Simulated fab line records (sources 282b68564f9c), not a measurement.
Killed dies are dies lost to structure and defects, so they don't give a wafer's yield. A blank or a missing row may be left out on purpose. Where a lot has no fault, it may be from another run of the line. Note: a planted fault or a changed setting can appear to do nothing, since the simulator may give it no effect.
Which tool was responsible? | flow ritCmos | Sampling: 14 lots, 42 wafers, 2 of 202 route steps

== WHAT EACH GAUGE READ, for each wafer ==
The record holds no reading of a measuring or inspecting step that can be judged against a usual standard deviation.

== TOOL THAT RAN EACH LOT (tool first, then ch and the chambers of the sampled wafers, then the start) ==
lot  | RIT_PWELL_STRIP_09                 | RIT_M1_PROBE_99
L634 | plasmaAsher-03 ch 0,1, day 2 08:28 | -
L635 | plasmaAsher-02 ch 1, day 2 15:39   | -
L636 | plasmaAsher-02 ch 0,1, day 3 00:59 | -
L637 | plasmaAsher-01 ch 0,1, day 3 01:22 | -
L639 | plasmaAsher-01 ch 0,1, day 3 07:40 | -
L638 | plasmaAsher-02 ch 0,1, day 3 08:05 | -
L640 | plasmaAsher-01 ch 0, day 3 12:37   | -
L644 | plasmaAsher-02 ch 1, day 4 01:34   | -
L648 | plasmaAsher-03 ch 0,1, day 4 23:16 | -
L650 | plasmaAsher-03 ch 0,1, day 5 08:01 | prober-01, day 7 06:57
L652 | plasmaAsher-02 ch 0, day 5 22:04   | -
L654 | plasmaAsher-02 ch 0,1, day 6 03:11 | -
L655 | plasmaAsher-02 ch 0,1, day 6 15:09 | -
L657 | plasmaAsher-01 ch 0,1, day 6 20:21 | -
- RIT_PWELL_STRIP_09: strips in O2, time 180 s.
- RIT_M1_PROBE_99

== AS READ BY THE TOOLS THEMSELVES (means over the sampled wafers that have a number; for cases with no such wafer, the mark the record gives instead) ==
RIT_PWELL_STRIP_09. Usual: drypumpMotorCurrentA 5.66 A, standard deviation 0.21; o2FlowSccm 4001 sccm, standard deviation 12.
lot  | tool           | drypumpMotorCurrentA (A) | o2FlowSccm (sccm) | flag
L634 | plasmaAsher-03 | 5.74                     | 4007              | 
L635 | plasmaAsher-02 | 5.38                     | 4001              | 
L636 | plasmaAsher-02 | 5.50                     | 4008              | 
L637 | plasmaAsher-01 | 5.82                     | 3997              | 
L639 | plasmaAsher-01 | 5.80                     | 4008              | 
L638 | plasmaAsher-02 | 5.49                     | 4012              | 
L640 | plasmaAsher-01 | 5.86                     | 3989              | 
L644 | plasmaAsher-02 | 5.36                     | 4007              | 
L648 | plasmaAsher-03 | 5.73                     | 4266              | OFF
L650 | plasmaAsher-03 | 5.59                     | 4526              | OFF
L652 | plasmaAsher-02 | 5.77                     | 4005              | 
L654 | plasmaAsher-02 | 5.51                     | 3987              | 
L655 | plasmaAsher-02 | 5.50                     | 4005              | 
L657 | plasmaAsher-01 | 5.84                     | 3998              | 

RIT_M1_PROBE_99. Usual: killed_at_M0_to_M3 0.0, standard deviation 0.14; killedAtFrontEnd 7.3, standard deviation 2.8; killedDies 7.3, standard deviation 2.8; killedOpen 3.8, standard deviation 1.9; killedShort 3.5, standard deviation 1.8.
lot  | tool      | killed_at_M0_to_M3 | killedAtFrontEnd | killedDies | killedOpen | killedShort | flag
L650 | prober-01 | 0.0                | 8.3              | 8.3        | 5.0        | 3.3         | 

== THE ANSWER, worked out from the rows above alone ==
Rule: a lot counts as off when the mean over its wafers that have a number is more than 3 standard deviations away from the usual mean. A lot without any number at a reading at which 4 lots or more have one is off too. Any other lot the step has rows for is counted as sound. Order of review: gauges by route order, followed by the tools' own readings, for which a lot's mean as printed above is used. At the first step where some lot is off, the reading lying furthest off is the one used; lots without a number count as furthest.
Off: L648, L650 (RIT_PWELL_STRIP_09, o2FlowSccm).
A tool fits if, at that step or a process step before it, it ran every lot that is off, and no sound lot after the first of them. One fits: plasmaAsher-03 at RIT_PWELL_STRIP_09. A fault onset in the window from L634 (day 2 08:28, its last sound lot) to L648 (day 4 23:16, its first lot off) fits.
The tool's own readings at RIT_PWELL_STRIP_09 bear it out: on the lots that are off they differ by more than 5 times the standard deviation of the sound lots' means. o2FlowSccm reads 4396 sccm there against 4002 sccm on the sound lots.

== WHAT WAS PUT IN BY THE SIMULATOR ==
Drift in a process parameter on plasmaAsher-03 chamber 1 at RIT_PWELL_STRIP_09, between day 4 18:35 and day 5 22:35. From 4000, the setting o2FlowSccm moved by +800. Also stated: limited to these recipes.
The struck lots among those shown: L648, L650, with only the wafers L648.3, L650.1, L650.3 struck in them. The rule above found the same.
